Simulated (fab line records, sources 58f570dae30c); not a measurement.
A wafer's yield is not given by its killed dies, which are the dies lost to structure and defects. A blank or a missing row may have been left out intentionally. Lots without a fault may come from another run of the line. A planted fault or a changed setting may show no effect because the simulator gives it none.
What tool caused it? || flow berkeleyCmos170 || route of 331 steps, sampled at 1 step: 12 lots, 36 wafers

WHAT EACH GAUGE READ, for each wafer
UCB170_GATE_CD_MEAS_12: target cd 350 nm. Usual: cdNm reads 350.3 nm (standard deviation 1.1).
{"lot": "L552", "measured": "day 5 12:29", "on": "cdSem-02", "cdNm (nm)": "350.2 351.0 350.1", "flag": ""}
{"lot": "L553", "measured": "day 5 18:32", "on": "cdSem-01", "cdNm (nm)": "349.4 351.6 351.2", "flag": ""}
{"lot": "L555", "measured": "day 6 17:11", "on": "cdSem-02", "cdNm (nm)": "351.1 349.1 349.8", "flag": ""}
{"lot": "L556", "measured": "day 6 17:28", "on": "cdSem-01", "cdNm (nm)": "351.4 350.9 350.1", "flag": ""}
{"lot": "L554", "measured": "day 6 17:47", "on": "cdSem-02", "cdNm (nm)": "349.1 351.3 349.3", "flag": ""}
{"lot": "L557", "measured": "day 6 23:01", "on": "cdSem-01", "cdNm (nm)": "351.0 350.9 350.1", "flag": ""}
{"lot": "L562", "measured": "day 7 22:40", "on": "cdSem-02", "cdNm (nm)": "351.6 351.5 351.1", "flag": ""}
{"lot": "L566", "measured": "day 8 18:49", "on": "cdSem-02", "cdNm (nm)": "349.7 349.9 349.8", "flag": ""}
{"lot": "L573", "measured": "day 10 02:44", "on": "cdSem-01", "cdNm (nm)": "350.4 350.3 350.8", "flag": ""}
{"lot": "L572", "measured": "day 10 03:10", "on": "cdSem-01", "cdNm (nm)": "349.5 349.4 349.2", "flag": ""}
{"lot": "L574", "measured": "day 10 19:04", "on": "cdSem-01", "cdNm (nm)": "352.0 351.7 351.6", "flag": ""}
{"lot": "L575", "measured": "day 10 19:18", "on": "cdSem-01", "cdNm (nm)": "349.0 349.8 349.3", "flag": ""}

WHAT TOOL EACH LOT RAN ON (gives the tool, then ch and the chambers of the sampled wafers, and finally the start)
The record holds no process step before these readings.

WHAT THE TOOLS THEMSELVES READ (means of the sampled wafers that have a number; where no wafer has one, the mark that the record gives instead)
The record holds no such reading with a usual standard deviation.

THE ANSWER, worked out from the rows above alone
Rule: lot off if the mean of its wafers having a number is beyond 3 standard deviations from the usual mean. Also off: a lot with no number at a reading for which 4 or more lots have one. Where the step has rows for the other lots, those lots are counted as sound. Order of review: gauges by route order, followed by the tools' own readings, for which a lot's mean as printed above is used. The first step at which some lot is off is used, and at that step the reading that is off furthest; a lot without a number counts as furthest.
Nothing can be told from this: no lot is off at any reading shown.

WHAT THE SIMULATOR HAD PUT IN
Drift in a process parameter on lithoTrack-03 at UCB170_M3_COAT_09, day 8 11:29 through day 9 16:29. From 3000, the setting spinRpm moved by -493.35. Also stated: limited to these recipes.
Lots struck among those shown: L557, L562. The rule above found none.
